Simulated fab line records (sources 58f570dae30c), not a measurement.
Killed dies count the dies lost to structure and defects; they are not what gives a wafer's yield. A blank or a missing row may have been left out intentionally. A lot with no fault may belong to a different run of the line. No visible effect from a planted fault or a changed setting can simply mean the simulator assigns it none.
A single fault, viewed from 2 desks    flow berkeley cmos170    each desk has only its own numbers; what lay behind them comes last

## METROLOGY DESK
Means of the sampled wafers that have a number, per lot and without regard to the tool the lot ran on: this is what the gauges read. Any lot whose mean is over 4 standard deviations away from the usual mean is out of limits and marked OUT; that distance is given in the brackets.
Columns: A = PFIELD_OVL at UCB170_PFIELD_OVL_MEAS_06, usual 4 nm; B = PLDD_TW at UCB170_PLDD_TW_MEAS_11, usual 1000; C = SPACER_TEOS_THK at UCB170_SPACER_THK_MEAS_01, usual 377 nm; D = PLDD_RS at UCB170_SDANNEAL_RS_MEAS_04, usual 1030 ohm/sq
lot   first seen here  A   B               C    D
L172  day 4 22:54      9   1006            375  1024
L171  day 5 02:26      2   990             376  1031
L174  day 5 12:46      3   993             372  1027
L173  day 5 13:15      2   990             380  1035
L176  day 5 22:07      1   1003            379  1026
L175  day 5 22:35      -1  1001            383  1027
L177  day 5 22:53      -1  1006            377  1029
L178  day 6 08:24      2   1001            376  1033
L179  day 6 20:59      -1  1002            374  1029
L181  day 7 08:31      2   1121 (+20) OUT  374  763 (-74) OUT
L186  day 8 12:44      7   1126 (+20) OUT  373  768 (-73) OUT
L189  day 9 06:26      7   995             371  1030
L190  day 9 06:51      10  1006            368  1030
L191  day 9 15:35      10  1008            378  1034
This desk's finding: out of limits on L181, L186; first on L181, day 10 08:12 (PLDD_TW at UCB170_PLDD_TW_MEAS_11). Within limits: L172, L171, L174, L173, L176, L175, L177, L178, L179, L189, L190, L191.

## TOOL OWNER'S DESK, implanter-04
For each lot that ran on this tool, the mean over its sampled wafers that have a number, from the tool's own readings at UCB170_PLDD_IMPLANT_08. Any lot whose mean is over 4 standard deviations away from the usual mean is out of limits and marked OUT; that distance is given in the brackets.
Columns: A = beam on s at UCB170_PLDD_IMPLANT_08, usual 10.02 s; B = dose ions cm2 at UCB170_PLDD_IMPLANT_08, usual 5e+13; C = end station pressure torr at UCB170_PLDD_IMPLANT_08, usual 5.09e-06 Torr; D = faraday current uA at UCB170_PLDD_IMPLANT_08, usual 158
lot   first seen here  A                B                        C         D
L171  day 7 10:00      9.88             5e+13                    5.57e-06  160
L174  day 7 18:32      10.04            5e+13                    5.02e-06  158
L175  day 8 13:56      9.95             5e+13                    4.84e-06  159
L176  day 8 14:33      9.97             5e+13                    4.94e-06  159
L181  day 10 07:49     15.52 (+28) OUT  1e+14 (+99 or more) OUT  5.13e-06  200 (+14) OUT
L186  day 10 20:38     15.47 (+27) OUT  1e+14 (+99 or more) OUT  4.94e-06  201 (+14) OUT
This desk's finding: out of limits on L181, L186; first on L181, day 10 07:49 (beam on s at UCB170_PLDD_IMPLANT_08). Within limits: L171, L174, L175, L176.

## PUT TOGETHER
On L181, L186, at day 10 07:49, an alarm was possible from the tool owner's desk.
L181, L186 would have let the metrology desk raise an alarm at day 10 08:12.
On implanter-04, each named lot ran UCB170_PLDD_IMPLANT_08.

## WHAT THE SIMULATOR PUT IN
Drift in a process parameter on implanter-04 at UCB170_PLDD_IMPLANT_08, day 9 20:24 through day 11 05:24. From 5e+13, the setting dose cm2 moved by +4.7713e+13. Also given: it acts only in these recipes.
Shown lots that were struck: L181, L186.
Delay (hours) between the fault's onset and each desk's first out-of-limits reading: 11 at the tool owner's desk, 12 at the metrology desk.
